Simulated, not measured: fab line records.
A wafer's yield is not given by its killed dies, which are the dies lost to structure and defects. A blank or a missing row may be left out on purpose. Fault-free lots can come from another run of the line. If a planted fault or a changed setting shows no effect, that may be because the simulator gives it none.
fab line records + flow rit-cmos
record:
- lots: 5
- wafers: 15
- last-day: 7
route steps=202 shown GATE@77 FOX2@80 M1@202
lots with no fault: from the same line, run without faults
start-h: hours from the record's first day to the start of the lot's first wafer shown + wait-h: hours since the lot's step before + " repeats the value in the row above + L1.1+2: several wafers, shown together as one row + - either no value or no given start + * or withheld: withheld + < > ~ a bound
route shown NAME@n: a module of which the file shows steps, and the number in the route of the first + usual: the fault-free wafers' mean and standard deviation + same: alike in all rows + chamber/n: place in a boat + sites: each site's reading + _std_site: how widely they spread, as a standard deviation + _edge_site: inner sites' mean taken away from outer sites' mean + radius-mm: how far each site lies from the wafer's centre + mask NAME#n: copy n + behind: the last tool/chamber to shape the wafer + hold: the reason the lot was held/the length of the hold in hours/how it ended + device: transistor that didn't switch, given as n, p or np + end of line: the route-end tests of the same wafers + a step without rows: its recipe alone + killed: at the first sort, the dies lost to defects and structure; wafer yield is something else + map: shows each die of a wafer: x if killed, . if not, _ if none is there
set.NAME: the setting as run; set.NAME@STEP: as run at that earlier step + model.NAME: the simulator's own value behind a step, which no gauge read
a table for each step, a row for each wafer; lots at some steps of the route
services: a tool's chamber out of use, with start hour (start-h, from the record's first day; less than 0 if before it), hours out, and reason
== steps ==
step: RIT_GATE_CLEAN_02
recipe:
- chemistry: dHF
- dilution: 50:1
- time-s: 30
step: RIT_GATE_CLEAN_03
recipe:
- chemistry: SC2
- mix: 3:3:50
- time-s: 600
- temp-c: 75
- dry: n2-spin
step: RIT_GATE_CLEAN_04
recipe:
- chemistry: dHF
- dilution: 50:1
- time-s: 60
- dry: n2-spin
step: RIT_FOX2_THK_MEAS_91
recipe:
- reads: SiO2_of_FOX2_OXIDATION_00
usual:
- FIELD_OXIDE_LEFT_2_THK: 254/7
| lot.wafer | tool          | chamber | start-h | wait-h | FIELD_OXIDE_LEFT_2_THK[nm] |
|-----------|---------------|---------|---------|--------|----------------------------|
| L348.3    | film-metro-04 | -       | 43.18   | 0.0    | 258                        |
| L348.4    | "             | -       | "       | "      | 253                        |
| L348.5    | "             | -       | "       | "      | 257                        |
| L349.1    | film-metro-04 | -       | 47.29   | 0.0    | 255                        |
| L349.2    | "             | -       | "       | "      | 253                        |
| L349.4    | "             | -       | "       | "      | 248                        |
| L358.1    | film-metro-04 | -       | 95.29   | 0.0    | 259                        |
| L358.2    | "             | -       | "       | "      | 260                        |
| L358.3    | "             | -       | "       | "      | 260                        |
| L367.2    | film-metro-02 | -       | 142.43  | 0.0    | 246                        |
| L367.3    | "             | -       | "       | "      | 242                        |
| L367.6    | "             | -       | "       | "      | 248                        |
| L369.2    | film-metro-01 | -       | 147.87  | 0.0    | 252                        |
| L369.5    | "             | -       | "       | "      | 254                        |
| L369.6    | "             | -       | "       | "      | 261                        |
step: RIT_GATE_OXIDATION_05
recipe:
- temp-c: 900
- ambient: O2
- target-thk-a: 30
- ox-time-s: 274.8
step: RIT_GATE_ANNEAL_06
recipe:
- temp-c: 900
- time-s: 600
- ambient: N2O
step: RIT_GATE_THK_MEAS_07
recipe:
- reads: SiO2_of_GATE_OXIDATION_05
usual:
- GATE_OXIDE_THK: 3.06/0.079
| lot.wafer | tool          | chamber | start-h | wait-h | GATE_OXIDE_THK[nm] |
|-----------|---------------|---------|---------|--------|--------------------|
| L348.3    | film-metro-02 | -       | 45.22   | 0.0    | 3.06               |
| L348.4    | "             | -       | "       | "      | 3.04               |
| L348.5    | "             | -       | "       | "      | 3.10               |
| L349.1    | film-metro-01 | -       | 49.63   | 0.0    | 3.13               |
| L349.2    | "             | -       | "       | "      | 3.13               |
| L349.4    | "             | -       | "       | "      | 3.13               |
| L358.1    | film-metro-01 | -       | 96.68   | 0.0    | 3.20               |
| L358.2    | "             | -       | "       | "      | 3.13               |
| L358.3    | "             | -       | "       | "      | 3.13               |
| L367.2    | film-metro-02 | -       | 151.16  | 0.0    | 2.95               |
| L367.3    | "             | -       | "       | "      | 2.97               |
| L367.6    | "             | -       | "       | "      | 3.00               |
| L369.2    | film-metro-04 | -       | 151.16  | 0.0    | 3.11               |
| L369.5    | "             | -       | "       | "      | 3.15               |
| L369.6    | "             | -       | "       | "      | 3.09               |
step: RIT_GATE_CVD_08
recipe:
- material: poly-Si
- target-thk-nm: 250
- temp-c: 610
- precursor: SiH4
- time-s: 2220
- pressure-mtorr: 312.2
- sih4-flow-sccm: 100
step: RIT_GATE_THK_MEAS_09
recipe:
- reads: poly-Si_of_GATE_CVD_08
usual:
- GATE_POLY_THK: 255.5/2.5
| lot.wafer | tool          | chamber | start-h | wait-h | GATE_POLY_THK[nm] |
|-----------|---------------|---------|---------|--------|-------------------|
| L348.3    | film-metro-01 | -       | 47.70   | 0.0    | 253.7             |
| L348.4    | "             | -       | "       | "      | 254.7             |
| L348.5    | "             | -       | "       | "      | 255.0             |
| L349.1    | film-metro-04 | -       | 51.31   | 0.0    | 250.9             |
| L349.2    | "             | -       | "       | "      | 251.5             |
| L349.4    | "             | -       | "       | "      | 249.7             |
| L358.1    | film-metro-04 | -       | 98.36   | 0.0    | 259.9             |
| L358.2    | "             | -       | "       | "      | 261.3             |
| L358.3    | "             | -       | "       | "      | 257.2             |
| L367.2    | film-metro-01 | -       | 152.84  | 0.0    | 257.9             |
| L367.3    | "             | -       | "       | "      | 258.4             |
| L367.6    | "             | -       | "       | "      | 257.1             |
| L369.2    | film-metro-02 | -       | 152.84  | 0.0    | 256.3             |
| L369.5    | "             | -       | "       | "      | 255.9             |
| L369.6    | "             | -       | "       | "      | 254.4             |
step: RIT_GATE_HMDS_10
recipe:
- prime-time-s: 60
- prime-temp-c: 140
step: RIT_GATE_COAT_11
recipe:
- resist: NOVOLAK
- spin-rpm: 4250
- resist-thk-nm: 850
step: RIT_GATE_SOFTBAKE_12
recipe:
- resist: NOVOLAK
- temp-c: 90
- time-s: 60
step: RIT_GATE_EXPOSE_13
recipe:
- mask-id: M6
- na: 0.6
- source-shape: conventional
- sigma-outer: 0.6
- target-cd-nm: 150
- dose-mj: 380
same:
- sigma-outer: 0.6
| lot.wafer  | tool             | chamber | start-h | wait-h | mask    |
|------------|------------------|---------|---------|--------|---------|
| L348.3+4+5 | iline-stepper-02 | 0       | 48.23   | 0.1    | M6#0    |
| L349.1+2+4 | iline-stepper-01 | 0       | 51.94   | 0.2    | M6#0    |
| L358.1+2+3 | iline-stepper-01 | 0       | 98.99   | 0.2    | M6_R1#0 |
| L367.2+3+6 | iline-stepper-01 | 0       | 153.36  | 0.1    | M6#0    |
| L369.2+5+6 | iline-stepper-01 | 0       | 153.47  | 0.2    | M6#0    |
step: RIT_GATE_PEB_14
recipe:
- resist: NOVOLAK
- temp-c: withheld
- time-s: withheld
step: RIT_GATE_DEVELOP_15
recipe:
- resist: NOVOLAK
- develop-time-s: 50
- dev-temp-c: 23
step: RIT_GATE_CD_MEAS_16
recipe:
- target-cd-nm: 150
usual:
- cd-nm: 150.5/2.5
| lot.wafer | tool      | chamber | start-h | wait-h | cd-nm |
|-----------|-----------|---------|---------|--------|-------|
| L348.3    | cd-sem-02 | -       | 48.63   | -      | 151.0 |
| L348.4    | "         | -       | "       | "      | 147.6 |
| L348.5    | "         | -       | "       | "      | 151.2 |
| L349.1    | cd-sem-02 | -       | 52.34   | -      | 149.4 |
| L349.2    | "         | -       | "       | "      | 147.6 |
| L349.4    | "         | -       | "       | "      | 146.9 |
| L358.1    | cd-sem-01 | -       | 99.39   | -      | 195.2 |
| L358.2    | "         | -       | "       | "      | 196.5 |
| L358.3    | "         | -       | "       | "      | 196.0 |
| L367.2    | cd-sem-01 | -       | 153.76  | -      | 150.7 |
| L367.3    | "         | -       | "       | "      | 150.7 |
| L367.6    | "         | -       | "       | "      | 150.8 |
| L369.2    | cd-sem-02 | -       | 153.97  | -      | 153.5 |
| L369.5    | "         | -       | "       | "      | 150.7 |
| L369.6    | "         | -       | "       | "      | 152.0 |
step: RIT_GATE_OVL_MEAS_17
usual:
- GATE_OVL: -0.4/1.2
| lot.wafer | tool       | chamber | start-h | wait-h | GATE_OVL[nm] |
|-----------|------------|---------|---------|--------|--------------|
| L348.3    | overlay-01 | -       | 48.73   | 0.1    | -0.2         |
| L348.4    | "          | -       | "       | "      | 1.7          |
| L348.5    | "          | -       | "       | "      | 1.0          |
| L349.1    | overlay-02 | -       | 52.46   | 0.1    | -0.4         |
| L349.2    | "          | -       | "       | "      | -0.6         |
| L349.4    | "          | -       | "       | "      | -0.1         |
| L358.1    | overlay-01 | -       | 99.51   | 0.1    | 2.0          |
| L358.2    | "          | -       | "       | "      | 2.8          |
| L358.3    | "          | -       | "       | "      | 0.7          |
| L367.2    | overlay-01 | -       | 153.86  | 0.1    | -1.1         |
| L367.3    | "          | -       | "       | "      | 0.0          |
| L367.6    | "          | -       | "       | "      | -1.3         |
| L369.2    | overlay-01 | -       | 154.08  | 0.1    | 1.5          |
| L369.5    | "          | -       | "       | "      | 0.8          |
| L369.6    | "          | -       | "       | "      | 1.6          |
step: RIT_GATE_HARDBAKE_18
recipe:
- resist: NOVOLAK
- temp-c: 140
- time-s: 60
step: RIT_GATE_ETCH_19
recipe:
- chemistry: SF6/CHF3/O2
- time-s: 165
- SF6_flow_sccm: 30
- CHF3_flow_sccm: 30
- O2_flow_sccm: 5
- target: poly-Si
- pressure-mtorr: 40
- rf-w: 160
- target-depth-a: 3125
- over-etch-frac: 0.25
- stop-on: SiO2
usual:
- SF6_flow_sccm: 30.02/0.088
- chamber-pressure-mTorr: 40.00/0.036
- drypump-motor-current-A: 5.5/0.47
- oes-product-au: 0.864/0.016
- throttle-valve-pct: 10.14/0.15
| lot.wafer | tool      | chamber | start-h | wait-h | SF6_flow_sccm | chamber-pressure-mTorr | drypump-motor-current-A | oes-product-au | rf-hours-counter-h | throttle-valve-pct | model.GATE.cd-nm |
|-----------|-----------|---------|---------|--------|---------------|------------------------|-------------------------|----------------|--------------------|--------------------|------------------|
| L348.3    | rie-si-01 | 1       | 48.90   | 0.1    | 30.01         | 39.99                  | 5.5                     | 0.854          | 0                  | 10.22              | 151.1            |
| L348.4    | "         | 0       | "       | "      | 29.92         | 40.04                  | 5.8                     | 0.885          | 128                | 10.16              | 147.8            |
| L348.5    | "         | 0       | "       | "      | 29.93         | 40.00                  | 5.8                     | 0.884          | -                  | 10.15              | 150.9            |
| L349.1    | rie-si-02 | 3       | 52.75   | 0.1    | 30.08         | 39.91                  | 6.2                     | 0.863          | 80                 | 10.28              | 149.5            |
| L349.2    | "         | 2       | "       | "      | 30.12         | 40.02                  | 6.0                     | 0.851          | 161                | 10.04              | 147.9            |
| L349.4    | "         | 0       | "       | "      | 29.97         | 39.99                  | 4.8                     | 0.863          | 158                | 9.96               | 147.2            |
| L358.1    | rie-si-01 | 3       | 99.70   | 0.1    | 30.04         | 39.96                  | 5.1                     | 0.850          | 44                 | 10.15              | 195.3            |
| L358.2    | "         | 2       | "       | "      | 30.04         | 40.03                  | 5.7                     | 0.887          | 61                 | 9.89               | 196.5            |
| L358.3    | "         | 0       | "       | "      | 29.94         | 39.99                  | 5.8                     | 0.892          | 129                | 10.13              | 196.2            |
| L367.2    | rie-si-02 | 3       | 154.04  | 0.1    | 30.09         | 39.92                  | 6.2                     | 0.875          | 80                 | 10.28              | 150.6            |
| L367.3    | "         | 2       | "       | "      | 30.07         | 40.04                  | 6.0                     | 0.852          | 1                  | 10.05              | 150.4            |
| L367.6    | "         | 0       | "       | "      | 29.97         | 39.95                  | 4.8                     | 0.846          | -                  | 9.96               | 150.6            |
| L369.2    | rie-si-01 | 1       | 154.26  | 0.1    | 29.99         | 40.07                  | 5.5                     | 0.865          | 1                  | 10.22              | 153.5            |
| L369.5    | "         | 1       | "       | "      | 29.99         | 40.03                  | 5.5                     | 0.861          | -                  | 10.22              | 150.7            |
| L369.6    | "         | 0       | "       | "      | 29.93         | 39.97                  | 5.8                     | 0.891          | -                  | 10.15              | 152.2            |
step: RIT_GATE_STRIP_20
recipe:
- chemistry: O2
- time-s: 180
- resist: NOVOLAK
- platen-temp-c: withheld
- power-w: 500
- pressure-mtorr: 4000
- o2-flow-sccm: 4000
usual:
- chamber-pressure-mTorr: 4000/3.3
- drypump-motor-current-A: 5.4/0.53
| lot.wafer | tool            | chamber | start-h | wait-h | chamber-pressure-mTorr | drypump-motor-current-A | rf-hours-counter-h |
|-----------|-----------------|---------|---------|--------|------------------------|-------------------------|--------------------|
| L348.3    | plasma-asher-03 | 0       | 49.07   | 0.1    | 4000                   | 5.6                     | -                  |
| L348.4    | "               | 1       | "       | "      | 4000                   | 5.6                     | -                  |
| L348.5    | "               | 1       | "       | "      | 4002                   | 5.7                     | -                  |
| L349.1    | plasma-asher-02 | 0       | 52.86   | 0.1    | 4004                   | 5.1                     | 41                 |
| L349.2    | "               | 1       | "       | "      | 3998                   | 4.7                     | 41                 |
| L349.4    | "               | 0       | "       | "      | 4004                   | 5.1                     | -                  |
| L358.1    | plasma-asher-03 | 0       | 99.80   | 0.1    | 4000                   | 5.6                     | 45                 |
| L358.2    | "               | 1       | "       | "      | 4004                   | 5.7                     | 45                 |
| L358.3    | "               | 0       | "       | "      | 4001                   | 5.6                     | -                  |
| L367.2    | plasma-asher-01 | 0       | 154.15  | 0.1    | 3998                   | 4.9                     | 51                 |
| L367.3    | "               | 1       | "       | "      | 3996                   | 6.3                     | -                  |
| L367.6    | "               | 0       | "       | "      | 4000                   | 4.9                     | -                  |
| L369.2    | plasma-asher-02 | 1       | 154.37  | 0.1    | 4000                   | 4.7                     | 4                  |
| L369.5    | "               | 1       | "       | "      | 4000                   | 4.7                     | -                  |
| L369.6    | "               | 0       | "       | "      | 3997                   | 5.1                     | -                  |
step: RIT_M1_PROBE_99
usual:
- killed-at-contacts: 0.1/0.28
- killed-at-front-end: 7.0/2.9
- killed-dies: 7.0/2.9
- killed-on-rim: 1.8/1.4
- killed-open: 3.4/2.1
- killed-short: 3.6/1.7
same:
- gross-dies: 264
- killed_at_M0_to_M3: 0
- killed_at_M4_up: 0
- killed-at-back-side: 0
- killed-at-other: 0
| lot.wafer | tool      | chamber | start-h | wait-h | killed-at-contacts | killed-at-front-end | killed-dies | killed-on-rim | killed-open | killed-short |
|-----------|-----------|---------|---------|--------|--------------------|---------------------|-------------|---------------|-------------|--------------|
| L358.1    | prober-01 | -       | 121.03  | 0.1    | 0                  | 264                 | 264         | 70            | 3           | 3            |
| L358.2    | prober-01 | -       | 121.08  | 0.1    | 0                  | 264                 | 264         | 70            | 1           | 1            |
| L358.3    | prober-01 | -       | 121.13  | 0.2    | 1                  | 263                 | 264         | 70            | 4           | 5            |
killed by level:class
L358.1 GATE:area-expose=258 GATE:geometric-particle:open=2 FOX1:geometric-particle:short=1 GATE:geometric-particle:short=1 REOX:geometric-particle:open=1 SPACER:geometric-particle:short=1
L358.2 GATE:area-expose=262 REOX:geometric-particle:short=1 REOX:geometric-particle:open=1
L358.3 GATE:area-expose=255 GATE:geometric-particle:short=2 ACTIVE:geometric-particle:open=1 FOX1:geometric-particle:short=1 FOX1:geometric-particle:open=1 GATE:geometric-particle:open=1 REOX:geometric-particle:open=1 SPACER:geometric-particle:short=1
map L358.1 (x killed, . not)
________xxxxxxx_______
_____xxxxxxxxxxxxx____
____xxxxxxxxxxxxxxx___
___xxxxxxxxxxxxxxxxx__
__xxxxxxxxxxxxxxxxxxx_
__xxxxxxxxxxxxxxxxxxx_
_xxxxxxxxxxxxxxxxxxxxx
_xxxxxxxxxxxxxxxxxxxxx
_xxxxxxxxxxxxxxxxxxxxx
_xxxxxxxxxxxxxxxxxxxxx
__xxxxxxxxxxxxxxxxxxx_
__xxxxxxxxxxxxxxxxxxx_
___xxxxxxxxxxxxxxxxx__
____xxxxxxxxxxxxxxx___
_____xxxxxxxxxxxxx____
________xxxxxxx_______
map L349.4 (x killed, . not)
________...x..._______
_____........x..x.____
____...............___
___.................__
__..................._
__...........x......._
_...........x.........
_.....................
_.....................
_.....................
__..................._
__.....x.x..........._
___.....x...........__
____..............x___
_____.............____
________......._______
== services ==
| tool             | chamber | start-h | hours | kind                    |
|------------------|---------|---------|-------|-------------------------|
| rie-si-02        | -       | 61.70   | 0.4   | repair                  |
| rie-si-02        | 2       | 62.36   | -     | clean                   |
| rie-si-02        | 2       | 62.36   | 17.9  | scheduled-down          |
| rie-si-02        | 2       | 62.36   | 17.9  | vent-cycle              |
| iline-stepper-01 | -       | 75.50   | 1.7   | pm                      |
| rie-si-01        | 0       | 76.43   | 2.1   | repair                  |
| rie-si-02        | 0       | 80.27   | -     | clean                   |
| rie-si-02        | 0       | 80.27   | 14.3  | scheduled-down          |
| rie-si-02        | 0       | 80.27   | 14.3  | vent-cycle              |
| iline-stepper-01 | -       | 91.00   | 2.1   | pm                      |
| iline-stepper-01 | -       | 93.08   | -     | consumable-replace:lamp |
| iline-stepper-02 | -       | 97.59   | 1.7   | pm                      |
| plasma-asher-02  | -       | 108.80  | 9.0   | pm                      |
| plasma-asher-02  | 0       | 108.80  | 9.0   | vent-cycle              |
| plasma-asher-02  | 1       | 108.80  | 9.0   | vent-cycle              |
| plasma-asher-02  | 0       | 117.80  | -     | clean                   |
| plasma-asher-02  | 1       | 117.80  | -     | clean                   |
== key ==
first-sign:
- step: RIT_GATE_EXPOSE_13
- reading: mask
- direction: changed
effect:
- step: RIT_GATE_CD_MEAS_16
- reading: cd-nm
- direction: up
- sigmas: 18
- usual: 150.5
- struck: 195.9
effect:
- step: RIT_M1_PROBE_99
- reading: killed-dies
- direction: up
- sigmas: 88
- usual: 7.0
- struck: 264
model-effect:
- step: RIT_GATE_ETCH_19
- value: GATE.cd-nm
- without: 151
- struck: 196
more-kills-born-at:
- RIT_GATE_EXPOSE_13@iline-stepper-01: 775
met-at RIT_GATE_EXPOSE_13
struck-wafers L358.1,L358.2,L358.3
later-rows-left-out L358.1,L358.2,L358.3
tester-left-out L358
onset-between 51.94 98.99
fault:
- kind: wrong-mask
- tool: any
- chamber: -
- onset-h: 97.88
- steps: RIT_GATE_EXPOSE_13
- aux-copy: M6_R1#0
- cd-offset-nm: 45
- scope: struck-lots-only
tester-left-out: of these lots the tester's yield and bins aren't shown, on N5 and GAA mostly nor the transistor test; their killed dies are dies lost to structure and defects alone, not to doping, threshold or leakage, so they don't give the yield
later-rows-left-out: the simulator's readings of these wafers behind a module that went badly wrong aren't trusted and aren't shown, but for the sort
